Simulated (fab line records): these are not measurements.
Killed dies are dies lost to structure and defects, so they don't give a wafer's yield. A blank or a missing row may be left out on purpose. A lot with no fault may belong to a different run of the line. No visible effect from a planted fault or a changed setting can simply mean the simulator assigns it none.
fab line records	flow rit-cmos
record: lots: 6	wafers: 18	last-day: 7
route steps=202 shown PWELL@49 WELLDRIVE@50 NWELL@51 NRETRO@53 PRETRO@64 M1@202
lots that met no fault: from a run of the same line without faults
start-h: the number of hours between the record's first day and the start of the first shown wafer of the lot	wait-h: time in hours since the lot's previous step	" same as the row above	L1.1+2: a single row standing in for several wafers	- no value present, or no start provided	* or withheld: withheld	< > ~ a bound
route shown NAME@n: NAME is a module with steps in the file, n the number in the route of the first one	usual: the fault-free wafers' mean and standard deviation	same: alike in all rows	chamber/n: place in a boat	sites: the reading at each site	_std_site: standard deviation across them	_edge_site: inner sites' mean taken away from outer sites' mean	radius-mm: for every site, how far away it sits from the centre of the wafer	mask NAME#n: copy n	behind: the tool/chamber that last shaped the wafer	hold: reason for holding the lot/hours on hold/outcome of the hold	device: transistor that didn't switch, given as n, p or np	end of line: the route-end tests of the same wafers	a step with no rows: only its recipe	killed: count of dies lost to structure and defects at first sort (not the wafer's yield)	map: the dies of a wafer, with x for killed, . for not killed, _ for no die there
set.NAME: the setting the step ran with; set.NAME@STEP: the setting that earlier step ran with	model.NAME: the simulator's own value behind a step, which no gauge read
lots at selected steps of the route; one table per step, one row per wafer
services: from which hour (start-h, from the record's first day; less than 0 if before it) a tool's chamber was out of use, for how many hours, and why
== steps ==
step: RIT_PWELL_TW_MEAS_10
usual: PWELL_TW: 951/7.4
lot.wafer	tool	chamber	start-h	wait-h	PWELL_TW
L792.3	film-metro-01	-	59.62	0.1	941
L792.4	"	-	"	"	945
L792.6	"	-	"	"	950
L799.1	film-metro-01	-	95.68	0.1	938
L799.2	"	-	"	"	938
L799.3	"	-	"	"	943
L800.2	film-metro-01	-	98.66	0.1	946
L800.3	"	-	"	"	943
L800.4	"	-	"	"	941
L803.1	film-metro-04	-	117.69	0.1	958
L803.2	"	-	"	"	960
L803.6	"	-	"	"	958
L807.1	film-metro-04	-	137.83	0.1	958
L807.4	"	-	"	"	960
L807.6	"	-	"	"	961
L808.2	film-metro-01	-	138.69	0.1	950
L808.5	"	-	"	"	946
L808.6	"	-	"	"	949
step: RIT_WELLDRIVE_ANNEAL_00
recipe: temp-c: 1100	time-s: 14700	ambient: N2
step: RIT_WELLDRIVE_RS_MEAS_01
recipe: thk-meas-gauge: four-point-probe
usual: NWELL_RS: 275.2/0.84
lot.wafer	tool	chamber	start-h	wait-h	NWELL_RS[ohm/sq]
L792.3	film-metro-03	-	65.10	0.0	275.4
L792.4	"	-	"	"	275.6
L792.6	"	-	"	"	275.9
L799.1	film-metro-04	-	101.51	0.0	274.8
L799.2	"	-	"	"	274.7
L799.3	"	-	"	"	275.4
L800.2	film-metro-01	-	104.59	0.0	275.9
L800.3	"	-	"	"	276.3
L800.4	"	-	"	"	276.5
L803.1	film-metro-04	-	122.83	0.0	276.0
L803.2	"	-	"	"	275.5
L803.6	"	-	"	"	275.8
L807.1	film-metro-03	-	143.26	0.0	275.3
L807.4	"	-	"	"	274.8
L807.6	"	-	"	"	275.2
L808.2	film-metro-04	-	143.85	0.0	276.4
L808.5	"	-	"	"	276.2
L808.6	"	-	"	"	275.1
step: RIT_WELLDRIVE_RS_MEAS_02
recipe: thk-meas-gauge: four-point-probe
usual: PWELL_RS: 429.0/1.1
lot.wafer	tool	chamber	start-h	wait-h	PWELL_RS[ohm/sq]
L792.3	film-metro-03	-	65.22	0.1	429.5
L792.4	"	-	"	"	430.0
L792.6	"	-	"	"	428.5
L799.1	film-metro-04	-	101.63	0.1	429.3
L799.2	"	-	"	"	429.4
L799.3	"	-	"	"	429.4
L800.2	film-metro-01	-	104.71	0.1	430.8
L800.3	"	-	"	"	428.7
L800.4	"	-	"	"	428.8
L803.1	film-metro-04	-	122.95	0.1	429.2
L803.2	"	-	"	"	429.2
L803.6	"	-	"	"	429.4
L807.1	film-metro-03	-	143.38	0.1	427.9
L807.4	"	-	"	"	427.7
L807.6	"	-	"	"	428.9
L808.2	film-metro-04	-	143.97	0.1	428.8
L808.5	"	-	"	"	428.4
L808.6	"	-	"	"	428.0
step: RIT_NRETRO_HMDS_00
recipe: prime-time-s: 60	prime-temp-c: 140
step: RIT_NRETRO_COAT_01
recipe: resist: NOVOLAK	spin-rpm: 2000	resist-thk-nm: 1300
step: RIT_NRETRO_SOFTBAKE_02
recipe: resist: NOVOLAK	temp-c: 90	time-s: 60
step: RIT_NRETRO_EXPOSE_03
recipe: mask-id: M4	na: 0.57	target-cd-nm: 43900	dose-mj: 250
step: RIT_NRETRO_PEB_04
recipe: resist: NOVOLAK	temp-c: withheld	time-s: withheld
step: RIT_NRETRO_DEVELOP_05
recipe: resist: NOVOLAK	develop-time-s: 68	dev-temp-c: 23
step: RIT_NRETRO_OVL_MEAS_06
usual: NRETRO_OVL: 0.1/1.3
lot.wafer	tool	chamber	start-h	wait-h	NRETRO_OVL[nm]
L792.3	overlay-01	-	66.20	-	-1.0
L792.4	"	-	"	"	0.3
L792.6	"	-	"	"	0.1
L799.1	overlay-01	-	102.75	-	-2.7
L799.2	"	-	"	"	-0.9
L799.3	"	-	"	"	-2.3
L800.2	overlay-01	-	105.82	-	1.0
L800.3	"	-	"	"	0.9
L800.4	"	-	"	"	-0.3
L803.1	overlay-01	-	124.08	-	-2.0
L803.2	"	-	"	"	-1.7
L803.6	"	-	"	"	-1.0
L807.1	overlay-01	-	144.46	-	0.9
L807.4	"	-	"	"	-1.6
L807.6	"	-	"	"	-1.2
L808.2	overlay-02	-	145.08	-	-0.5
L808.5	"	-	"	"	0.6
L808.6	"	-	"	"	-1.3
step: RIT_NRETRO_HARDBAKE_07
recipe: resist: NOVOLAK	temp-c: 140	time-s: 120
step: RIT_NRETRO_IMPLANT_08
recipe: species: P	energy-kev: 70	dose-cm2: 1e+13	tilt-deg: 7
usual: beam-energy-keV: 70.001/0.019
lot.wafer	tool	chamber	start-h	wait-h	beam-energy-keV	model.implant.rp-nm	model.implant.drp-nm
L792.3	implanter-02	0	66.57	0.2	69.998	84.7	33.94
L792.4	"	0	"	"	70.002	84.7	33.94
L792.6	"	0	"	"	70.007	84.7	33.94
L799.1	implanter-03	0	103.04	0.2	69.963	82.3	33.94
L799.2	"	0	"	"	69.985	82.3	33.94
L799.3	"	0	"	"	69.991	82.3	33.94
L800.2	implanter-03	0	106.12	0.2	79.090	93.03	37.58
L800.3	"	0	"	"	79.091	93.03	37.58
L800.4	"	0	"	"	79.092	93.03	37.58
L803.1	implanter-03	0	124.36	0.2	79.093	97.67	37.58
L803.2	"	0	"	"	79.139	97.67	37.58
L803.6	"	0	"	"	79.135	97.67	37.58
L807.1	implanter-02	0	144.75	0.2	70.008	83.49	33.94
L807.4	"	0	"	"	69.998	83.49	33.94
L807.6	"	0	"	"	70.013	83.49	33.94
L808.2	implanter-02	0	145.38	0.2	69.979	85.34	33.94
L808.5	"	0	"	"	69.983	85.34	33.94
L808.6	"	0	"	"	69.978	85.34	33.94
step: RIT_NRETRO_STRIP_09
recipe: chemistry: O2	time-s: 180	resist: NOVOLAK	platen-temp-c: withheld	power-w: 500	pressure-mtorr: 4000	o2-flow-sccm: 4000
usual: drypump-motor-current-A: 5.7/0.5
lot.wafer	tool	chamber	start-h	wait-h	drypump-motor-current-A	rf-hours-counter-h
L792.3	plasma-asher-04	0	66.73	0.1	6.3	-
L792.4	"	1	"	"	5.9	-
L792.6	"	1	"	"	5.9	-
L799.1	plasma-asher-03	1	103.19	0.1	5.6	45
L799.2	"	0	"	"	5.6	45
L799.3	"	1	"	"	5.6	-
L800.2	plasma-asher-04	1	106.25	0.1	5.9	33
L800.3	"	1	"	"	5.9	-
L800.4	"	0	"	"	6.3	-
L803.1	plasma-asher-04	1	124.51	0.1	5.9	35
L803.2	"	0	"	"	6.3	35
L803.6	"	0	"	"	6.3	-
L807.1	plasma-asher-03	0	144.90	0.1	5.6	49
L807.4	"	1	"	"	5.7	-
L807.6	"	1	"	"	5.7	-
L808.2	plasma-asher-02	0	145.51	0.1	5.2	3
L808.5	"	1	"	"	4.7	-
L808.6	"	0	"	"	5.1	-
step: RIT_NRETRO_TW_MEAS_10
usual: NRETRO_TW: 1054/6.6
lot.wafer	tool	chamber	start-h	wait-h	NRETRO_TW
L792.3	film-metro-02	-	66.86	0.1	1052
L792.4	"	-	"	"	1049
L792.6	"	-	"	"	1050
L799.1	film-metro-03	-	103.37	0.1	1059
L799.2	"	-	"	"	1060
L799.3	"	-	"	"	1056
L800.2	film-metro-03	-	106.43	0.1	1095
L800.3	"	-	"	"	1095
L800.4	"	-	"	"	1090
L803.1	film-metro-02	-	124.69	0.1	1087
L803.2	"	-	"	"	1080
L803.6	"	-	"	"	1075
L807.1	film-metro-04	-	145.07	0.1	1061
L807.4	"	-	"	"	1067
L807.6	"	-	"	"	1073
L808.2	film-metro-04	-	145.69	0.1	1061
L808.5	"	-	"	"	1062
L808.6	"	-	"	"	1066
step: RIT_PRETRO_HMDS_00
recipe: prime-time-s: 60	prime-temp-c: 140
step: RIT_M1_PROBE_99
usual: killed-at-contacts: 0.1/0.28	killed-at-front-end: 7.0/2.9	killed-dies: 7.0/2.9	killed-open: 3.4/2.1	killed-short: 3.6/1.7
same: gross-dies: 264	killed_at_M0_to_M3: 0	killed_at_M4_up: 0	killed-at-back-side: 0	killed-at-other: 0
lot.wafer	tool	chamber	start-h	wait-h	killed-at-contacts	killed-at-front-end	killed-dies	killed-open	killed-short	model.etest.cap-p-gate.c-min-ff-um2	model.etest.pmos-narrow.vt-v
L792.3	prober-02	-	98.52	0.2	0	13	13	5	8	2.292	-0.5095
L792.4	prober-02	-	98.57	0.2	0	7	7	3	4	2.316	-0.4955
L792.6	prober-02	-	98.67	0.2	0	6	6	2	4	2.302	-0.5014
L799.1	prober-01	-	133.96	0.1	0	6	6	2	4	2.343	-0.4873
L799.2	prober-01	-	134.01	0.1	0	9	9	3	6	2.325	-0.5019
L799.3	prober-01	-	134.06	0.2	1	5	6	3	3	2.361	-0.4825
L800.2	prober-02	-	135.51	0.1	0	12	12	5	7	2.279	-0.4825
L800.3	prober-02	-	135.56	0.2	0	11	11	7	4	2.297	-0.4885
L800.4	prober-02	-	135.61	0.2	0	10	10	7	3	2.285	-0.4854
L803.1	prober-02	-	155.54	0.1	0	7	7	4	3	2.28	-0.4685
L803.2	prober-02	-	155.59	0.1	0	3	3	0	3	2.283	-0.4716
L803.6	prober-02	-	155.79	0.2	1	3	4	2	2	2.279	-0.4716
L808.2	prober-01	-	176.78	0.1	0	5	5	3	2	2.3	-0.5038
L808.5	prober-01	-	176.93	0.2	0	6	6	4	2	2.296	-0.5016
L808.6	prober-01	-	176.98	0.2	0	8	8	3	5	2.309	-0.4956
L807.1	prober-02	-	178.23	0.1	0	8	8	1	7	2.305	-0.5057
L807.4	prober-02	-	178.38	0.2	0	9	9	3	6	2.317	-0.5016
L807.6	prober-02	-	178.48	0.2	1	6	7	3	4	2.315	-0.5053
killed by level:class
L792.3 SPACER:geometric-particle:open=3 FOX1:geometric-particle:short=2 GATE:geometric-particle:short=2 FOX1:geometric-particle:open=1 FOX2:geometric-particle:short=1 REOX:geometric-particle:short=1 SPACER:geometric-particle:short=1 SILICIDE:geometric-particle:short=1
L792.4 FOX1:geometric-particle:open=1 FOX2:geometric-particle:short=1 GATE:geometric-particle:short=1 REOX:geometric-particle:open=1 REOX:geometric-particle:short=1 SPACER:geometric-particle:open=1 SILICIDE:geometric-particle:short=1
L792.6 FOX1:geometric-particle:short=2 GATE:geometric-particle:short=2 SPACER:geometric-particle:open=1 SILICIDE:geometric-particle:open=1
L799.1 SILICIDE:geometric-particle:short=2 FOX2:geometric-particle:short=1 GATE:geometric-particle:short=1 SPACER:geometric-particle:open=1 SILICIDE:geometric-particle:open=1
L799.2 GATE:geometric-particle:short=2 SPACER:geometric-particle:open=2 SPACER:geometric-particle:short=2 SILICIDE:geometric-particle:short=2 SILICIDE:geometric-particle:open=1
L799.3 GATE:geometric-particle:open=2 SPACER:geometric-particle:short=2 SILICIDE:geometric-particle:short=1 CONTACT:geometric-particle:open=1
L800.2 SILICIDE:geometric-particle:short=4 FOX1:geometric-particle:short=2 GATE:geometric-particle:open=2 SILICIDE:geometric-particle:open=2 FOX1:geometric-particle:open=1 REOX:geometric-particle:short=1
L800.3 FOX1:geometric-particle:open=3 SILICIDE:geometric-particle:open=3 FOX2:geometric-particle:short=2 FOX1:geometric-particle:short=1 FOX2:geometric-particle:open=1 GATE:geometric-particle:short=1
L800.4 GATE:geometric-particle:open=4 GATE:geometric-particle:short=2 FOX2:geometric-particle:open=1 REOX:geometric-particle:open=1 SPACER:geometric-particle:short=1 SILICIDE:geometric-particle:open=1
L803.1 FOX2:geometric-particle:open=2 GATE:geometric-particle:short=2 FOX2:geometric-particle:short=1 GATE:geometric-particle:open=1 SPACER:geometric-particle:open=1
L803.2 REOX:geometric-particle:short=1 SPACER:geometric-particle:short=1 SILICIDE:geometric-particle:short=1
L803.6 FOX1:geometric-particle:short=1 GATE:geometric-particle:short=1 GATE:geometric-particle:open=1 CONTACT:geometric-particle:open=1
L808.2 SPACER:geometric-particle:open=3 FOX1:geometric-particle:short=1 SILICIDE:geometric-particle:short=1
L808.5 FOX1:geometric-particle:open=3 FOX2:geometric-particle:short=1 FOX2:geometric-particle:open=1 GATE:geometric-particle:short=1
L808.6 GATE:geometric-particle:short=2 GATE:geometric-particle:open=2 SPACER:geometric-particle:short=2 REOX:geometric-particle:short=1 REOX:geometric-particle:open=1
L807.1 GATE:geometric-particle:short=3 SPACER:geometric-particle:short=2 FOX1:geometric-particle:short=1 FOX2:geometric-particle:short=1 SILICIDE:geometric-particle:open=1
L807.4 GATE:geometric-particle:short=3 FOX2:geometric-particle:open=2 FOX2:geometric-particle:short=1 GATE:geometric-particle:open=1 SPACER:geometric-particle:short=1 SILICIDE:geometric-particle:short=1
L807.6 FOX2:geometric-particle:short=2 GATE:geometric-particle:open=1 SPACER:geometric-particle:open=1 SPACER:geometric-particle:short=1 SILICIDE:geometric-particle:short=1 CONTACT:geometric-particle:open=1
== services ==
tool	chamber	start-h	hours	kind
implanter-02	-	77.63	4.7	pm
plasma-asher-02	-	108.80	9.0	pm
plasma-asher-02	0	108.80	9.0	vent-cycle
plasma-asher-02	1	108.80	9.0	vent-cycle
implanter-02	-	116.55	1.8	repair
plasma-asher-02	0	117.80	-	clean
plasma-asher-02	1	117.80	-	clean
== key ==
first-sign: step: RIT_NRETRO_IMPLANT_08	reading: beam-energy-keV	direction: up	sigmas: 99+	usual: 70.001	struck: 79.107
effect: step: RIT_NRETRO_TW_MEAS_10	reading: NRETRO_TW	direction: up	sigmas: 5.1	usual: 1054	struck: 1087
model-effect: step: RIT_NRETRO_IMPLANT_08	value: implant.rp-nm	without: 84.08	struck: 95.35
model-effect: step: RIT_M1_PROBE_99	value: etest.cap-p-gate.c-min-ff-um2	without: 2.322	struck: 2.284
met-at RIT_NRETRO_IMPLANT_08
struck-wafers L800.2,L800.3,L800.4,L803.1,L803.2,L803.6
tester-left-out L800,L803
onset-between 103.04 106.12
fault: kind: process-parameter-drift	tool: implanter-03	chamber: -	onset-h: 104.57	steps: RIT_NRETRO_IMPLANT_08	channel: energy-kev	offset: 9.1	shape: step	end-h: 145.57	acts-in: these-recipes-only	stated: 70
tester-left-out: of these lots the tester's yield and bins aren't shown, on N5 and GAA mostly nor the transistor test; their killed dies are dies lost to structure and defects alone, not to doping, threshold or leakage, so they don't give the yield
